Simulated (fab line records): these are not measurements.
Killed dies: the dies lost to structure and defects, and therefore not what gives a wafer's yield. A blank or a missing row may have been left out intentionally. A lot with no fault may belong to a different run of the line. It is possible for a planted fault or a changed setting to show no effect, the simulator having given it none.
2 desks, one fault ; flow rit_cmos ; each desk has only its own numbers; what lay behind them comes last

== THE TOOL OWNER'S DESK: implanter-01 ==
The tool's own readings at RIT_NLDD_IMPLANT_08, given as means over the sampled wafers that have a number, one for each lot that went through this tool. A lot is out of limits, marked OUT, if its mean lies more than 4 standard deviations from the usual mean; the brackets give that distance.
Columns: A = tilt_deg at RIT_NLDD_IMPLANT_08, usual 6.996 degrees
lot;first seen here;A
L778;day 2 20:22;6.983
L784;day 4 01:18;-0.009 (-99 or more) OUT
L785;day 4 10:27;-0.013 (-99 or more) OUT
L800;day 7 09:42;7.005
L801;day 7 17:10;6.993
This desk's finding: out of limits on L784, L785; first on L784, day 4 01:18 (tilt_deg at RIT_NLDD_IMPLANT_08). L778, L800, L801: within limits.

== AT THE METROLOGY DESK ==
What the gauges read for every lot (on any tool): the sampled wafers with a number, averaged. A lot is out of limits, marked OUT, if its mean lies more than 4 standard deviations from the usual mean; the brackets give that distance.
Columns: A = PRETRO_OVL at RIT_PRETRO_OVL_MEAS_06, usual 0.7 nm; B = PRETRO_TW at RIT_PRETRO_TW_MEAS_10, usual 476.2; C = NLDD_TW at RIT_NLDD_TW_MEAS_10, usual 2479; D = PLDD_TW at RIT_PLDD_TW_MEAS_10, usual 2333; E = NLDD_RS at RIT_SDANNEAL_RS_MEAS_07, usual 151.6 ohm/sq
lot;first seen here;A;B;C;D;E
L778;day 2 09:30;1.4;476.4;2495;2314;151.5
L779;day 2 14:02;-0.8;476.2;2501;2314;152.1
L781;day 2 22:58;0.8;476.0;2440;2339;152.5
L783;day 3 09:36;-0.0;475.1;2477;2357;152.7
L784;day 3 13:13;0.8;474.4;2276 (-9.2) OUT;2367;143.0 (-15) OUT
L785;day 3 21:49;0.0;475.7;2267 (-9.6) OUT;2366;142.3 (-16) OUT
L788;day 4 12:24;-1.3;474.3;2481;2345;151.5
L792;day 5 10:06;1.6;474.4;2494;2322;151.5
L796;day 6 02:32;2.8;476.0;2478;2294;151.5
L797;day 6 06:41;-0.1;477.3;2442;2300;151.0
L798;day 6 13:20;1.8;475.2;2468;2316;152.0
L799;day 6 18:44;0.9;478.2;2470;2366;150.9
L800;day 6 23:19;4.2;478.4;2490;2322;151.5
L801;day 7 03:52;1.1;476.0;2512;2328;151.4
This desk's finding: out of limits on L784, L785; first on L784, day 4 01:37 (NLDD_TW at RIT_NLDD_TW_MEAS_10). L778, L779, L781, L783, L788, L792, L796, L797, L798, L799, L800, L801: within limits.

== BROUGHT TOGETHER ==
At day 4 01:18, on L784, L785, the tool owner's desk was in a position to raise an alarm.
An alarm was possible from the metrology desk at day 4 01:37, on L784, L785.
RIT_NLDD_IMPLANT_08 was run on implanter-01 by each of the lots named.

== WHAT THE SIMULATOR HAD PUT IN ==
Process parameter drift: implanter-01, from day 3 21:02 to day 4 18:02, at RIT_NLDD_IMPLANT_08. A move of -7 in setting tilt_deg, from 7. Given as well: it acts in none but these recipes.
Shown lots that were struck: L784, L785.
Counting hours from when the fault started, the first reading out of limits came at 4 for the tool owner's desk and at 5 for the metrology desk.
